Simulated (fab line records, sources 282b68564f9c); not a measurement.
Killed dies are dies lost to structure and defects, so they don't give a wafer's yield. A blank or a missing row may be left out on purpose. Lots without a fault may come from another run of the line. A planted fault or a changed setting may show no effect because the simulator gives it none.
fab line records | flow rit_cmos
record lots=6 wafers=18 last_day=8
route steps=202 shown GATE@83 M1@202
lots that met no fault: from a run of the same line without faults
start_h: hours from the record's first day to the start of the lot's first wafer shown | wait_h: hours since the lot's step before | " the same as in the row above | L1.1+2: a row that stands for several wafers | - no value, or no start given | * or withheld: withheld | < > ~ a bound
route shown NAME@n: a module of which the file shows steps, and the number in the route of the first | usual: mean/standard deviation of fault-free wafers | same: alike in all rows | chamber/n: place in a boat | sites: the reading at each site | _std_site: their standard deviation | _edge_site: outer sites' mean less inner sites' | radius_mm: how far each site lies from the wafer's centre | mask NAME#n: copy n | behind: the tool/chamber that last shaped the wafer | hold: why the lot was held/for how many hours/how that ended | device: the transistor (n, p or np) that didn't switch | end of line: the same wafers' tests at the end of the route | a step without rows: its recipe alone | killed: dies lost to structure and defects at the first sort, not the wafer's yield | map: a wafer's dies, x killed, . not, _ none there
set.NAME: the setting as run; set.NAME@STEP: as run at that earlier step | model.NAME: the simulator's own value behind a step, which no gauge read
lots at some steps of the route; a table a step, a row a wafer
services: from which hour (start_h, from the record's first day; less than 0 if before it) a tool's chamber was out of use, for how many hours, and why
## steps
# step RIT_GATE_THK_MEAS_07
# recipe reads=SiO2_of_GATE_OXIDATION_05
# usual GATE_OXIDE_THK=2.77/0.053
# columns lot.wafer tool chamber start_h wait_h GATE_OXIDE_THK[nm]
L404.2 film_metro-01 - 68.09 0.0 2.81
L404.4 " - " " 2.79
L404.6 " - " " 2.84
L415.2 film_metro-04 - 118.67 0.0 2.76
L415.3 " - " " 2.83
L415.6 " - " " 2.77
L419.3 film_metro-01 - 144.27 0.0 2.76
L419.4 " - " " 2.84
L419.5 " - " " 2.79
L420.1 film_metro-04 - 155.01 0.0 2.75
L420.2 " - " " 2.72
L420.3 " - " " 2.74
L421.1 film_metro-04 - 160.22 0.0 2.74
L421.4 " - " " 2.70
L421.6 " - " " 2.75
L422.1 film_metro-04 - 170.17 0.0 2.77
L422.4 " - " " 2.74
L422.6 " - " " 2.68
# step RIT_GATE_CVD_08
# recipe material=poly-Si target_thk_nm=250 temp_c=610 precursor=SiH4 time_s=2220 pressure_mtorr=300 sih4_flow_sccm=100
# step RIT_GATE_THK_MEAS_09
# recipe reads=poly-Si_of_GATE_CVD_08
# usual GATE_POLY_THK=249.9/2.2
# columns lot.wafer tool chamber start_h wait_h GATE_POLY_THK[nm]
L404.2 film_metro-01 - 70.58 0.0 248.6
L404.4 " - " " 246.9
L404.6 " - " " 247.6
L415.2 film_metro-03 - 121.95 0.0 252.5
L415.3 " - " " 252.1
L415.6 " - " " 252.4
L419.3 film_metro-01 - 147.20 0.0 253.5
L419.4 " - " " 252.0
L419.5 " - " " 252.5
L420.1 film_metro-04 - 156.69 0.0 252.0
L420.2 " - " " 253.3
L420.3 " - " " 253.7
L421.1 film_metro-01 - 161.90 0.0 248.3
L421.4 " - " " 248.7
L421.6 " - " " 250.3
L422.1 film_metro-03 - 172.65 0.0 246.8
L422.4 " - " " 248.6
L422.6 " - " " 246.4
# step RIT_GATE_HMDS_10
# recipe prime_time_s=60 prime_temp_c=140
# step RIT_GATE_COAT_11
# recipe resist=NOVOLAK spin_rpm=4250 resist_thk_nm=850
# step RIT_GATE_SOFTBAKE_12
# recipe resist=NOVOLAK temp_c=90 time_s=60
# step RIT_GATE_EXPOSE_13
# recipe mask_id=M6 na=0.6 source_shape=conventional sigma_outer=0.6 target_cd_nm=150 dose_mj=380
# step RIT_GATE_PEB_14
# recipe resist=NOVOLAK temp_c=withheld time_s=withheld
# step RIT_GATE_DEVELOP_15
# recipe resist=NOVOLAK develop_time_s=50 dev_temp_c=23
# step RIT_GATE_CD_MEAS_16
# recipe target_cd_nm=150
# usual cd_nm=149.4/1.9
# columns lot.wafer tool chamber start_h wait_h cd_nm
L404.2 cd_sem-02 - 71.50 - 150.1
L404.4 " - " " 148.7
L404.6 " - " " 148.3
L415.2 cd_sem-02 - 123.16 - 149.7
L415.3 " - " " 148.5
L415.6 " - " " 151.3
L419.3 cd_sem-01 - 148.13 - 147.2
L419.4 " - " " 146.7
L419.5 " - " " 151.1
L420.1 cd_sem-02 - 157.60 - 149.2
L420.2 " - " " 149.0
L420.3 " - " " 151.3
L421.1 cd_sem-01 - 162.93 - 150.0
L421.4 " - " " 148.0
L421.6 " - " " 150.5
L422.1 cd_sem-01 - 173.69 - 148.8
L422.4 " - " " 149.4
L422.6 " - " " 149.6
# step RIT_GATE_OVL_MEAS_17
# usual GATE_OVL=-0.2/1.3
# columns lot.wafer tool chamber start_h wait_h GATE_OVL[nm]
L404.2 overlay-02 - 71.61 0.1 -0.2
L404.4 " - " " 1.8
L404.6 " - " " 1.2
L415.2 overlay-02 - 123.27 0.1 0.5
L415.3 " - " " -1.4
L415.6 " - " " -1.6
L419.3 overlay-01 - 148.22 0.1 0.8
L419.4 " - " " 0.3
L419.5 " - " " -1.1
L420.1 overlay-01 - 157.72 0.1 -1.3
L420.2 " - " " -0.5
L420.3 " - " " -0.2
L421.1 overlay-01 - 163.05 0.1 -2.1
L421.4 " - " " -1.7
L421.6 " - " " -1.3
L422.1 overlay-02 - 173.81 0.1 -1.6
L422.4 " - " " -0.9
L422.6 " - " " -1.1
# step RIT_GATE_HARDBAKE_18
# recipe resist=NOVOLAK temp_c=140 time_s=60
# step RIT_GATE_ETCH_19
# recipe chemistry=SF6/CHF3/O2 time_s=165 SF6_flow_sccm=30 CHF3_flow_sccm=30 O2_flow_sccm=5 target=poly-Si pressure_mtorr=40 rf_w=166.1 target_depth_a=3125 over_etch_frac=0.25 stop_on=SiO2
# usual drypump_motor_current_A=5.8/0.49 oes_product_au=0.849/0.011 run_length_s=193.4/0.45 throttle_valve_pct=10.20/0.1
# columns lot.wafer tool chamber start_h wait_h drypump_motor_current_A oes_product_au rf_hours_counter_h run_length_s throttle_valve_pct model.NOVOLAK_of_GATE_COAT_11.thk_nm model.GATE.feature_depth_nm model.etch.depth_nm
L404.2 rie_si-01 0 71.79 0.1 6.4 0.841 0 193.8 10.46 670.3 248.5 248.5
L404.4 " 2 " " 5.6 0.845 157 193.2 10.10 664.1 246.8 246.8
L404.6 " 0 " " 6.4 0.832 - 193.9 10.46 668 247.8 247.8
L415.2 rie_si-02 2 123.45 0.1 6.2 0.877 89 193.8 10.14 668.4 252.6 252.6
L415.3 " 1 " " 6.5 0.849 1 193.9 10.15 667.1 251.9 251.9
L415.6 " 1 " " 6.5 0.852 - 193.8 10.15 669 252.4 252.4
L419.3 rie_si-02 0 148.40 0.1 5.2 1.019 87 152.3 10.20 690.5 238 238
L419.4 " 0 " " 5.2 1.013 - 152.3 10.21 691.7 237.5 237.5
L419.5 " 2 " " 6.2 1.029 - 152.7 10.17 690.9 239.9 239.9
L420.1 rie_si-01 1 157.91 0.1 5.6 0.851 3 192.6 10.22 665.9 252 252
L420.2 " 2 " " 5.6 0.853 0 193.3 10.10 664.9 253.4 253.4
L420.3 " 3 " " 5.5 0.858 2 192.8 10.14 668.4 253.5 253.5
L421.1 rie_si-02 3 163.24 0.1 5.0 1.018 95 152.0 10.21 686.4 243.3 243.3
L421.4 " 2 " " 6.2 1.036 89 152.3 10.17 686.6 239.7 239.7
L421.6 " 2 " " 6.2 1.048 - 152.3 10.14 688.8 242.9 242.9
L422.1 rie_si-01 3 174.00 0.1 5.5 0.844 2 192.7 10.14 664.9 246.7 246.7
L422.4 " 2 " " 5.6 0.840 - 193.0 10.11 661.2 248.7 248.7
L422.6 " 0 " " 6.3 0.828 - 193.5 10.46 661.8 246.4 246.4
# step RIT_GATE_STRIP_20
# recipe chemistry=O2 time_s=180 resist=NOVOLAK platen_temp_c=withheld power_w=500 pressure_mtorr=4000 o2_flow_sccm=4000
# usual drypump_motor_current_A=5.9/0.4
# columns lot.wafer tool chamber start_h wait_h drypump_motor_current_A rf_hours_counter_h
L404.2 plasma_asher-02 1 71.89 0.1 6.2 40
L404.4 " 0 " " 6.1 -
L404.6 " 0 " " 6.1 -
L415.2 plasma_asher-02 0 123.56 0.1 6.0 1
L415.3 " 0 " " 6.0 -
L415.6 " 1 " " 6.1 -
L419.3 plasma_asher-02 1 148.56 0.1 6.1 -
L419.4 " 0 " " 6.1 -
L419.5 " 1 " " 6.1 -
L420.1 plasma_asher-04 1 158.01 0.1 6.1 54
L420.2 " 0 " " 5.1 54
L420.3 " 0 " " 5.1 -
L421.1 plasma_asher-03 1 163.35 0.1 5.4 37
L421.4 " 1 " " 5.4 -
L421.6 " 0 " " 6.2 -
L422.1 plasma_asher-04 0 174.10 0.1 5.1 56
L422.4 " 1 " " 6.2 -
L422.6 " 1 " " 6.2 -
# step RIT_M1_PROBE_99
# usual killed_at_front_end=7/3.1 killed_dies=7/3.1 killed_on_rim=1.9/1.4 killed_open=3.6/2.2 killed_short=3.4/2.1
# same gross_dies=264 killed_at_M0_to_M3=0 killed_at_M4_up=0 killed_at_back_side=0 killed_at_contacts=0 killed_at_other=0
# columns lot.wafer tool chamber start_h wait_h killed_at_front_end killed_dies killed_on_rim killed_open killed_short
L415.2 prober-01 - 151.87 0.1 8 8 1 5 3
L415.3 prober-01 - 151.92 0.2 9 9 5 3 6
L415.6 prober-01 - 152.07 0.2 4 4 3 2 2
L419.3 prober-02 - 171.61 0.2 259 259 70 2 5
L419.4 prober-02 - 171.66 0.2 252 252 70 8 4
L419.5 prober-02 - 171.71 0.2 248 248 70 7 7
L420.1 prober-01 - 180.13 0.1 2 2 2 1 1
L420.2 prober-01 - 180.18 0.1 12 12 4 8 4
L420.3 prober-01 - 180.23 0.2 6 6 2 3 3
# killed by level:class
L415.2 FOX1:geometric_particle:open=3 GATE:geometric_particle:short=2 FOX2:geometric_particle:short=1 GATE:geometric_particle:open=1 SPACER:geometric_particle:open=1
L415.3 SPACER:geometric_particle:short=3 SILICIDE:geometric_particle:open=2 FOX1:geometric_particle:open=1 FOX1:geometric_particle:short=1 REOX:geometric_particle:short=1 SILICIDE:geometric_particle:short=1
L415.6 GATE:geometric_particle:short=1 GATE:geometric_particle:open=1 SILICIDE:geometric_particle:short=1 SILICIDE:geometric_particle:open=1
L419.3 GATE:area_etch=252 GATE:geometric_particle:short=4 FOX2:geometric_particle:short=1 GATE:geometric_particle:open=1 SPACER:geometric_particle:open=1
L419.4 GATE:area_etch=240 SPACER:geometric_particle:open=3 GATE:geometric_particle:open=2 GATE:geometric_particle:short=2 REOX:geometric_particle:open=2 FOX1:geometric_particle:open=1 FOX1:geometric_particle:short=1 REOX:geometric_particle:short=1
L419.5 GATE:area_etch=234 GATE:geometric_particle:open=7 GATE:geometric_particle:short=4 FOX1:geometric_particle:short=2 SPACER:geometric_particle:short=1
L420.1 FOX2:geometric_particle:short=1 SPACER:geometric_particle:open=1
L420.2 GATE:geometric_particle:open=4 FOX1:geometric_particle:open=3 GATE:geometric_particle:short=2 SPACER:geometric_particle:short=2 SPACER:geometric_particle:open=1
L420.3 FOX1:geometric_particle:open=2 GATE:geometric_particle:short=1 SPACER:geometric_particle:open=1 SPACER:geometric_particle:short=1 SILICIDE:geometric_particle:short=1
# map L419.3 (x killed, . not)
________xxxxxxx_______
_____xxxxxxxxxxxxx____
____xxxxxxxxxxxxxxx___
___xxxxxxxxxxxxxxxxx__
__xxxxxxxxxxxxxxxxxxx_
__xxxxxxxxxxxxxxxxxxx_
_xxxxxxxx.xxxxxxxxxxxx
_xxxxxxxxxxxxxxxxxxxxx
_xxxxxxxx.xxxxxxxxxxxx
_xxxxxxxxx.xx.x.xxxxxx
__xxxxxxxxxxxxxxxxxxx_
__xxxxxxxxxxxxxxxxxxx_
___xxxxxxxxxxxxxxxxx__
____xxxxxxxxxxxxxxx___
_____xxxxxxxxxxxxx____
________xxxxxxx_______
# map L415.3 (x killed, . not)
________.....x._______
_____.............____
____..............x___
___........x........__
__x.................._
__..................._
_.............x.......
_...........x.........
_.....................
_............x........
__..................._
__..................._
___x................__
____x..............___
_____.............____
________......._______
## services
# columns tool chamber start_h hours kind
plasma_asher-02 - 68.80 1.6 repair
rie_si-01 2 80.18 - clean
rie_si-01 2 80.18 22.9 scheduled_down
rie_si-01 2 80.18 22.9 vent_cycle
rie_si-01 - 87.12 2.8 pm
plasma_asher-03 - 103.58 2.8 pm
plasma_asher-02 - 108.75 9.0 pm
plasma_asher-02 0 108.75 9.0 vent_cycle
plasma_asher-02 1 108.75 9.0 vent_cycle
plasma_asher-02 0 117.75 - clean
plasma_asher-02 1 117.75 - clean
rie_si-02 1 145.58 6.2 repair
rie_si-01 - 167.33 1.2 repair
rie_si-01 1 171.60 3.9 repair
## key
first_sign step=RIT_GATE_ETCH_19 reading=run_length_s direction=down sigmas=91 usual=* struck=*
effect step=RIT_GATE_ETCH_19 reading=oes_product_au direction=up sigmas=17 usual=0.849 struck=1.027
effect step=RIT_M1_PROBE_99 reading=killed_at_front_end direction=up sigmas=80 usual=7 struck=253
model_effect step=RIT_GATE_ETCH_19 value=NOVOLAK_of_GATE_COAT_11.thk_nm without=668 struck=689.1
more_kills_born_at RIT_GATE_ETCH_19@rie_si-02=726
met_at RIT_GATE_ETCH_19
struck_wafers L419.3,L419.4,L419.5,L421.1,L421.4,L421.6
later_rows_left_out L419.3,L419.4,L419.5,L421.1,L421.4,L421.6
sort_left_out L421.1,L421.4,L421.6
tester_left_out L419,L421
onset_between 123.45 148.40
fault kind=process_parameter_drift tool=rie_si-02 chamber=- onset_h=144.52 steps=RIT_GATE_ETCH_19 channel=time_s offset=* shape=step end_h=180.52 stated=*
# tester_left_out: of these lots the tester's yield and bins aren't shown, on N5 and GAA mostly nor the transistor test; their killed dies are dies lost to structure and defects alone, not to doping, threshold or leakage, so they don't give the yield
# sort_left_out: the simulated sort isn't trusted on such a fault, so these wafers' sort isn't shown, and their yield isn't known
# later_rows_left_out: the simulator's readings of these wafers behind a module that went badly wrong aren't trusted and aren't shown, but for the sort
